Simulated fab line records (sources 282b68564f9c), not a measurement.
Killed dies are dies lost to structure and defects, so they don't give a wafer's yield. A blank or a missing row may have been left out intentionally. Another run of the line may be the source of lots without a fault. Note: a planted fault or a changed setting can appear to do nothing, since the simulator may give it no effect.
A lot that was struck, set against a sound lot | flow ritCmos | 30 out of 202 route steps
Sound: these wafers, L230.1, L230.2, L230.5. Wafers struck: L222.1, L222.4, L222.5. Last of all comes the cause.
Each step with rows lists, per side, the tool, then ch with its chambers, then its first start. Under that, the readings that differ: sound wafers | struck wafers | difference of the means | sigmas: that difference in standard deviations of wafers without a fault.
alike: same words and numbers on both sides, and readings whose means sit less than 2 such deviations apart. not compared: any withheld reading, any reading some wafer has no value for, any bound like >300 that may hide the same value, and any number with overlapping values for which the record gives no deviation.
Wherever a step has rows on one side only, a row that says differs or no value, or a row with sigmas, the two part there. Numbers that don't overlap but have no deviation are shown without sigmas and don't part them. Lack of a reading on every wafer of one side parts them only where that side has two or more wafers.

first, 6 steps without rows for these wafers: RIT_SDANNEAL_RTA_03 (time 5 s); RIT_SILICIDE_WET_ETCH_00 (etches SiO2 in BOE, target depth 14 nm, time 15 s); RIT_SILICIDE_SPUTTER_01 (material Ti, target thk 30 nm, time 240 s); RIT_SILICIDE_RTA_04 (time 10 s, ramp up 5 s, ramp down 5 s); RIT_SILICIDE_WET_ETCH_05 (etches Ti in SPM, time 120 s); RIT_SILICIDE_RTA_06 (time 10 s, ramp up 5 s, ramp down 10 s).
RIT_CONTACT_CVD_00: deposits SiO2 from TEOS, target thk 400 nm, time 61 s.
  sound on pecvd-03 ch 1,2, day 7 12:37; struck on pecvd-02 ch 0,1,2, day 5 15:12
reading                                 | sound             | struck            | difference | sigmas
model.SiO2_of_CONTACT_CVD_00.thkNm (nm) | 400.3 396.3 402.6 | 278.1 285.1 283.2 | -117.6     | 
  alike: heaterPowerW
RIT_CONTACT_THK_MEAS_01:
  sound on filmMetro-02 at day 7 12:40; struck on filmMetro-03 at day 5 15:15
reading               | sound       | struck      | difference | sigmas
CONTACT_TEOS_THK (nm) | 400 396 403 | 278 285 283 | -118       | -26
then, 7 steps without rows for these wafers: RIT_CONTACT_HMDS_02 (prime time 60 s); RIT_CONTACT_COAT_03 (resist thk 1000 nm); RIT_CONTACT_SOFTBAKE_04 (time 60 s); RIT_CONTACT_EXPOSE_05 (exposes mask M11, target cd 1000 nm); RIT_CONTACT_PEB_06; RIT_CONTACT_DEVELOP_07 (develop time 123.9 s); RIT_CONTACT_HARDBAKE_10 (time 60 s).
RIT_CONTACT_ETCH_11: etches SiO2 in CHF3/CF4/Ar, stops on TiSi2, target depth 480 nm, time 320 s.
  sound on rieDiel-02 ch 1,3, day 7 14:08; struck on rieDiel-02 ch 1,2, day 5 16:43
reading                           | sound             | struck            | difference | sigmas
model.etch.depthNm (nm)           | 400.3 396.3 402.6 | 278.1 285.1 283.2 | -117.6     | 
model.CONTACT.featureDepthNm (nm) | 400.3 396.3 402.6 | 278.1 285.1 283.2 | -117.6     | 
  alike: cf4FlowSccm, drypumpMotorCurrentA, oesProductAu, throttleValvePct
  not compared: rfHoursCounterH
then, 9 steps without rows for these wafers: RIT_CONTACT_STRIP_12 (strips in O2, time 180 s); RIT_CONTACT_CLEAN_13 (cleans in SC1, time 600 s); RIT_CONTACT_CLEAN_14 (cleans in SC2, time 600 s); RIT_M1_SPUTTER_00 (material Al, target thk 400 nm, time 500 s); RIT_M1_HMDS_03 (prime time 60 s); RIT_M1_COAT_04 (resist thk 1300 nm); RIT_M1_SOFTBAKE_05 (time 60 s); RIT_M1_EXPOSE_06 (exposes mask M12, target cd 2600 nm); RIT_M1_PEB_07.
RIT_M1_DEVELOP_08: develop time 68 s.
  sound: lithoTrack-01 ch 0; struck: lithoTrack-01 ch 0
reading            | sound          | struck         | difference | sigmas
model.M1.cdNm (nm) | 2602 2600 2599 | 2587 2585 2585 | -15        | 
then, 1 step without rows for these wafers: RIT_M1_HARDBAKE_11 (time 120 s).
RIT_M1_METAL_ETCH_12: etches Al in Cl2/BCl3, stops on SiO2, time 165 s, target depth 600 nm.
  sound on rieMetal-03 ch 0,1, day 7 16:50; struck on rieMetal-04 ch 0,1, day 5 19:22
reading                                 | sound             | struck            | difference | sigmas
model.SiO2_of_CONTACT_CVD_00.thkNm (nm) | 363.2 359.1 365.3 | 240.3 247.8 245.9 | -117.9     | 
model.M1.cdNm (nm)                      | 2602 2599 2598    | 2586 2585 2585    | -14        | 
  alike: drypumpMotorCurrentA, oesProductAu, throttleValvePct
  not compared: rfHoursCounterH
then, 1 step without rows for these wafers: RIT_M1_STRIP_13 (strips in nmp, time 600 s).
RIT_M1_PROBE_99:
  sound on prober-02 at day 7 19:34; struck on prober-02 at day 5 21:37
reading                                | sound                | struck               | difference | sigmas
model.etest.m1.widthNm (nm)            | 2602 2599 2600       | 2588 2586 2587       | -13        | 
model.etest.fieldPMetal.vtV (V)        | -28.61 -28.17 -28.34 | -23.22 -23.46 -23.3  | +5.05      | 
model.etest.nmos_0p15.junctionLog10AUm | -13.52 -13.38 -13.41 | -12.47 -12.57 -12.59 | +0.89      | 
model.etest.nmosNarrow.offLog10AUm     | -13.31 -13.12 -13.39 | -12.41 -12.53 -12.59 | +0.76      | 
model.etest.nmos_0p3.offLog10AUm       | -13.06 -13.11 -13.15 | -12.43 -12.5 -12.53  | +0.62      | 
model.etest.gateEndArray.leakLog10AUm  | -12.96 -12.93 -12.97 | -12.38 -12.3 -12.26  | +0.64      | 
model.etest.pmos_0p15.junctionLog10AUm | -13.77 -13.68 -13.62 | -13.36 -13.34 -13.37 | +0.33      | 
  alike: killedAtFrontEnd, killedDies, killedOnRim, killedOpen, killedShort
  not compared: model.etest.antennaContact.gateLog10ACm2

== WHERE THEY PART ==
Only at RIT_CONTACT_THK_MEAS_01, as far as this record shows. Later steps at which nothing parts them and some readings are alike: RIT_CONTACT_ETCH_11, RIT_M1_METAL_ETCH_12, RIT_M1_PROBE_99.

WHY: what had been put in by the simulator
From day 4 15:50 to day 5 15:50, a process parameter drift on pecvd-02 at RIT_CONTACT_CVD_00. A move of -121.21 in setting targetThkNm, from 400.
